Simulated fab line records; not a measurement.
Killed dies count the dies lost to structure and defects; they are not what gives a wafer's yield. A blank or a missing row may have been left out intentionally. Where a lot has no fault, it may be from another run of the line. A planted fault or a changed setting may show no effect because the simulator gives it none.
Which tool did it? || flow berkeley_cmos170 || Sampling: 14 lots, 42 wafers, 2 of 331 route steps

## WHAT THE GAUGES READ, wafer by wafer
The record lacks any reading of a measuring or inspecting step that a usual standard deviation could be used to judge.

## TOOL THAT RAN EACH LOT (tool first, then ch and the chambers of the sampled wafers, then the start)
{"lot": "L765", "UCB170_PWELL_ETCH_14": "rie_diel-04 ch 1,2,3, day 3 02:02", "UCB170_PWELL_STRIP_16": "plasma_asher-04 ch 0,1, day 3 02:17"}
{"lot": "L764", "UCB170_PWELL_ETCH_14": "rie_diel-02 ch 0,1,2, day 3 02:16", "UCB170_PWELL_STRIP_16": "plasma_asher-02 ch 0,1, day 3 02:31"}
{"lot": "L766", "UCB170_PWELL_ETCH_14": "rie_diel-01 ch 0,2,3, day 3 14:32", "UCB170_PWELL_STRIP_16": "plasma_asher-01 ch 0,1, day 3 14:47"}
{"lot": "L769", "UCB170_PWELL_ETCH_14": "rie_diel-02 ch 0,1,3, day 3 23:30", "UCB170_PWELL_STRIP_16": "plasma_asher-02 ch 0, day 3 23:45"}
{"lot": "L770", "UCB170_PWELL_ETCH_14": "rie_diel-02 ch 0,2,3, day 4 07:16", "UCB170_PWELL_STRIP_16": "plasma_asher-01 ch 0,1, day 4 07:31"}
{"lot": "L772", "UCB170_PWELL_ETCH_14": "rie_diel-01 ch 2,3, day 4 16:14", "UCB170_PWELL_STRIP_16": "plasma_asher-01 ch 0,1, day 4 16:32"}
{"lot": "L773", "UCB170_PWELL_ETCH_14": "rie_diel-01 ch 0,1,3, day 4 23:31", "UCB170_PWELL_STRIP_16": "plasma_asher-04 ch 0,1, day 4 23:46"}
{"lot": "L774", "UCB170_PWELL_ETCH_14": "rie_diel-04 ch 0,1, day 4 23:47", "UCB170_PWELL_STRIP_16": "plasma_asher-01 ch 0,1, day 5 00:02"}
{"lot": "L775", "UCB170_PWELL_ETCH_14": "rie_diel-01 ch 0,1, day 5 10:23", "UCB170_PWELL_STRIP_16": "plasma_asher-04 ch 0,1, day 5 10:38"}
{"lot": "L777", "UCB170_PWELL_ETCH_14": "rie_diel-04 ch 0,1,2, day 5 21:32", "UCB170_PWELL_STRIP_16": "plasma_asher-01 ch 0,1, day 5 21:46"}
{"lot": "L785", "UCB170_PWELL_ETCH_14": "rie_diel-02 ch 0,1,2, day 7 01:28", "UCB170_PWELL_STRIP_16": "plasma_asher-04 ch 0,1, day 7 01:43"}
{"lot": "L784", "UCB170_PWELL_ETCH_14": "rie_diel-04 ch 1,3, day 7 01:37", "UCB170_PWELL_STRIP_16": "plasma_asher-02 ch 0,1, day 7 01:52"}
{"lot": "L786", "UCB170_PWELL_ETCH_14": "rie_diel-02 ch 0,1,3, day 7 13:28", "UCB170_PWELL_STRIP_16": "plasma_asher-04 ch 0,1, day 7 13:43"}
{"lot": "L787", "UCB170_PWELL_ETCH_14": "rie_diel-01 ch 1,2, day 7 21:42", "UCB170_PWELL_STRIP_16": "plasma_asher-01 ch 0,1, day 7 21:59"}
- UCB170_PWELL_ETCH_14: etches Si3N4 in CH3F/Ar/O2, stops on SiO2, target depth 242 nm, time 151 s.
- UCB170_PWELL_STRIP_16: strips in O2.

## AS READ BY THE TOOLS THEMSELVES (means over the sampled wafers that have a number; for cases with no such wafer, the mark the record gives instead)
UCB170_PWELL_ETCH_14. Usual: O2_flow_sccm 7.001 sccm, standard deviation 0.021; chamber_pressure_mTorr 50.00 mTorr, standard deviation 0.044; drypump_motor_current_A 5.7 A, standard deviation 0.46; oes_product_au 0.942 a.u., standard deviation 0.013; rf_fwd_power_W 448.6 W, standard deviation 1.6; throttle_valve_pct 8.03 %, standard deviation 0.13.
{"lot": "L765", "tool": "rie_diel-04", "O2_flow_sccm (sccm)": 7.009, "chamber_pressure_mTorr (mTorr)": 49.96, "drypump_motor_current_A (A)": 6.1, "oes_product_au (a.u.)": 0.953, "rf_fwd_power_W (W)": 450.3, "throttle_valve_pct (%)": 7.97, "flag": ""}
{"lot": "L764", "tool": "rie_diel-02", "O2_flow_sccm (sccm)": 6.990, "chamber_pressure_mTorr (mTorr)": 50.00, "drypump_motor_current_A (A)": 5.7, "oes_product_au (a.u.)": 0.948, "rf_fwd_power_W (W)": 449.2, "throttle_valve_pct (%)": 8.00, "flag": ""}
{"lot": "L766", "tool": "rie_diel-01", "O2_flow_sccm (sccm)": 6.999, "chamber_pressure_mTorr (mTorr)": 50.06, "drypump_motor_current_A (A)": 5.4, "oes_product_au (a.u.)": 0.934, "rf_fwd_power_W (W)": 448.9, "throttle_valve_pct (%)": 8.11, "flag": ""}
{"lot": "L769", "tool": "rie_diel-02", "O2_flow_sccm (sccm)": 6.985, "chamber_pressure_mTorr (mTorr)": 50.01, "drypump_motor_current_A (A)": 5.8, "oes_product_au (a.u.)": 0.935, "rf_fwd_power_W (W)": 448.4, "throttle_valve_pct (%)": 8.05, "flag": ""}
{"lot": "L770", "tool": "rie_diel-02", "O2_flow_sccm (sccm)": 6.995, "chamber_pressure_mTorr (mTorr)": 50.01, "drypump_motor_current_A (A)": 5.7, "oes_product_au (a.u.)": 0.937, "rf_fwd_power_W (W)": 447.8, "throttle_valve_pct (%)": 7.99, "flag": ""}
{"lot": "L772", "tool": "rie_diel-01", "O2_flow_sccm (sccm)": 7.027, "chamber_pressure_mTorr (mTorr)": 49.96, "drypump_motor_current_A (A)": 5.7, "oes_product_au (a.u.)": 0.923, "rf_fwd_power_W (W)": 449.1, "throttle_valve_pct (%)": 8.23, "flag": ""}
{"lot": "L773", "tool": "rie_diel-01", "O2_flow_sccm (sccm)": 6.994, "chamber_pressure_mTorr (mTorr)": 49.99, "drypump_motor_current_A (A)": 5.3, "oes_product_au (a.u.)": 0.849, "rf_fwd_power_W (W)": 268.3, "throttle_valve_pct (%)": 8.01, "flag": "OFF"}
{"lot": "L774", "tool": "rie_diel-04", "O2_flow_sccm (sccm)": 7.026, "chamber_pressure_mTorr (mTorr)": 49.99, "drypump_motor_current_A (A)": 5.6, "oes_product_au (a.u.)": 0.955, "rf_fwd_power_W (W)": 449.3, "throttle_valve_pct (%)": 7.93, "flag": ""}
{"lot": "L775", "tool": "rie_diel-01", "O2_flow_sccm (sccm)": 6.999, "chamber_pressure_mTorr (mTorr)": 49.99, "drypump_motor_current_A (A)": 4.9, "oes_product_au (a.u.)": 0.851, "rf_fwd_power_W (W)": 268.0, "throttle_valve_pct (%)": 7.91, "flag": "OFF"}
{"lot": "L777", "tool": "rie_diel-04", "O2_flow_sccm (sccm)": 7.007, "chamber_pressure_mTorr (mTorr)": 50.03, "drypump_motor_current_A (A)": 6.0, "oes_product_au (a.u.)": 0.957, "rf_fwd_power_W (W)": 448.6, "throttle_valve_pct (%)": 7.97, "flag": ""}
{"lot": "L785", "tool": "rie_diel-02", "O2_flow_sccm (sccm)": 7.017, "chamber_pressure_mTorr (mTorr)": 50.03, "drypump_motor_current_A (A)": 5.7, "oes_product_au (a.u.)": 0.933, "rf_fwd_power_W (W)": 448.3, "throttle_valve_pct (%)": 7.99, "flag": ""}
{"lot": "L784", "tool": "rie_diel-04", "O2_flow_sccm (sccm)": 6.986, "chamber_pressure_mTorr (mTorr)": 50.01, "drypump_motor_current_A (A)": 5.8, "oes_product_au (a.u.)": 0.958, "rf_fwd_power_W (W)": 450.3, "throttle_valve_pct (%)": 7.94, "flag": ""}
{"lot": "L786", "tool": "rie_diel-02", "O2_flow_sccm (sccm)": 7.009, "chamber_pressure_mTorr (mTorr)": 50.02, "drypump_motor_current_A (A)": 5.8, "oes_product_au (a.u.)": 0.940, "rf_fwd_power_W (W)": 448.9, "throttle_valve_pct (%)": 8.06, "flag": ""}
{"lot": "L787", "tool": "rie_diel-01", "O2_flow_sccm (sccm)": 6.995, "chamber_pressure_mTorr (mTorr)": 50.03, "drypump_motor_current_A (A)": 5.5, "oes_product_au (a.u.)": 0.936, "rf_fwd_power_W (W)": 448.0, "throttle_valve_pct (%)": 8.11, "flag": ""}

UCB170_PWELL_STRIP_16. Usual: chamber_pressure_mTorr 3500.0 mTorr, standard deviation 2.8; drypump_motor_current_A 6.0 A, standard deviation 0.35; oes_product_au 0.721 a.u., standard deviation 0.0043; strip_time_to_endpoint_s 18.11 s, standard deviation 0.077.
{"lot": "L765", "tool": "plasma_asher-04", "chamber_pressure_mTorr (mTorr)": 3499.1, "drypump_motor_current_A (A)": 6.1, "oes_product_au (a.u.)": 0.724, "strip_time_to_endpoint_s (s)": 18.05, "flag": ""}
{"lot": "L764", "tool": "plasma_asher-02", "chamber_pressure_mTorr (mTorr)": 3497.9, "drypump_motor_current_A (A)": 5.6, "oes_product_au (a.u.)": 0.722, "strip_time_to_endpoint_s (s)": 18.07, "flag": ""}
{"lot": "L766", "tool": "plasma_asher-01", "chamber_pressure_mTorr (mTorr)": 3497.8, "drypump_motor_current_A (A)": 6.0, "oes_product_au (a.u.)": 0.721, "strip_time_to_endpoint_s (s)": 18.11, "flag": ""}
{"lot": "L769", "tool": "plasma_asher-02", "chamber_pressure_mTorr (mTorr)": 3500.0, "drypump_motor_current_A (A)": 5.1, "oes_product_au (a.u.)": 0.719, "strip_time_to_endpoint_s (s)": 18.08, "flag": ""}
{"lot": "L770", "tool": "plasma_asher-01", "chamber_pressure_mTorr (mTorr)": 3499.3, "drypump_motor_current_A (A)": 6.2, "oes_product_au (a.u.)": 0.723, "strip_time_to_endpoint_s (s)": 18.10, "flag": ""}
{"lot": "L772", "tool": "plasma_asher-01", "chamber_pressure_mTorr (mTorr)": 3502.3, "drypump_motor_current_A (A)": 6.2, "oes_product_au (a.u.)": 0.726, "strip_time_to_endpoint_s (s)": 18.08, "flag": ""}
{"lot": "L773", "tool": "plasma_asher-04", "chamber_pressure_mTorr (mTorr)": 3501.7, "drypump_motor_current_A (A)": 6.2, "oes_product_au (a.u.)": 0.725, "strip_time_to_endpoint_s (s)": 19.08, "flag": "OFF"}
{"lot": "L774", "tool": "plasma_asher-01", "chamber_pressure_mTorr (mTorr)": 3500.8, "drypump_motor_current_A (A)": 6.0, "oes_product_au (a.u.)": 0.722, "strip_time_to_endpoint_s (s)": 18.16, "flag": ""}
{"lot": "L775", "tool": "plasma_asher-04", "chamber_pressure_mTorr (mTorr)": 3499.0, "drypump_motor_current_A (A)": 6.1, "oes_product_au (a.u.)": 0.718, "strip_time_to_endpoint_s (s)": 18.97, "flag": "OFF"}
{"lot": "L777", "tool": "plasma_asher-01", "chamber_pressure_mTorr (mTorr)": 3498.4, "drypump_motor_current_A (A)": 6.0, "oes_product_au (a.u.)": 0.722, "strip_time_to_endpoint_s (s)": 18.08, "flag": ""}
{"lot": "L785", "tool": "plasma_asher-04", "chamber_pressure_mTorr (mTorr)": 3500.8, "drypump_motor_current_A (A)": 6.2, "oes_product_au (a.u.)": 0.727, "strip_time_to_endpoint_s (s)": 18.05, "flag": ""}
{"lot": "L784", "tool": "plasma_asher-02", "chamber_pressure_mTorr (mTorr)": 3500.1, "drypump_motor_current_A (A)": 5.4, "oes_product_au (a.u.)": 0.720, "strip_time_to_endpoint_s (s)": 18.11, "flag": ""}
{"lot": "L786", "tool": "plasma_asher-04", "chamber_pressure_mTorr (mTorr)": 3502.4, "drypump_motor_current_A (A)": 6.2, "oes_product_au (a.u.)": 0.723, "strip_time_to_endpoint_s (s)": 18.02, "flag": ""}
{"lot": "L787", "tool": "plasma_asher-01", "chamber_pressure_mTorr (mTorr)": 3500.8, "drypump_motor_current_A (A)": 6.0, "oes_product_au (a.u.)": 0.719, "strip_time_to_endpoint_s (s)": 18.07, "flag": ""}

## THE ANSWER, worked out from the rows above alone
Rule: a lot is off if the mean of its wafers that have a number lies more than 3 standard deviations from the usual mean. A lot without any number at a reading at which 4 lots or more have one is off too. Where the step has rows for the other lots, those lots are counted as sound. Order of review: gauges by route order, followed by the tools' own readings, for which a lot's mean as printed above is used. At the first step where some lot is off, the reading lying furthest off is the one used; lots without a number count as furthest.
Off: L773, L775 (UCB170_PWELL_ETCH_14, rf_fwd_power_W).
A tool fits if, at that step or a process step before it, it ran every lot that is off, and no sound lot after the first of them. Not one of the candidates tried fits.

## WHAT HAD BEEN PUT IN BY THE SIMULATOR
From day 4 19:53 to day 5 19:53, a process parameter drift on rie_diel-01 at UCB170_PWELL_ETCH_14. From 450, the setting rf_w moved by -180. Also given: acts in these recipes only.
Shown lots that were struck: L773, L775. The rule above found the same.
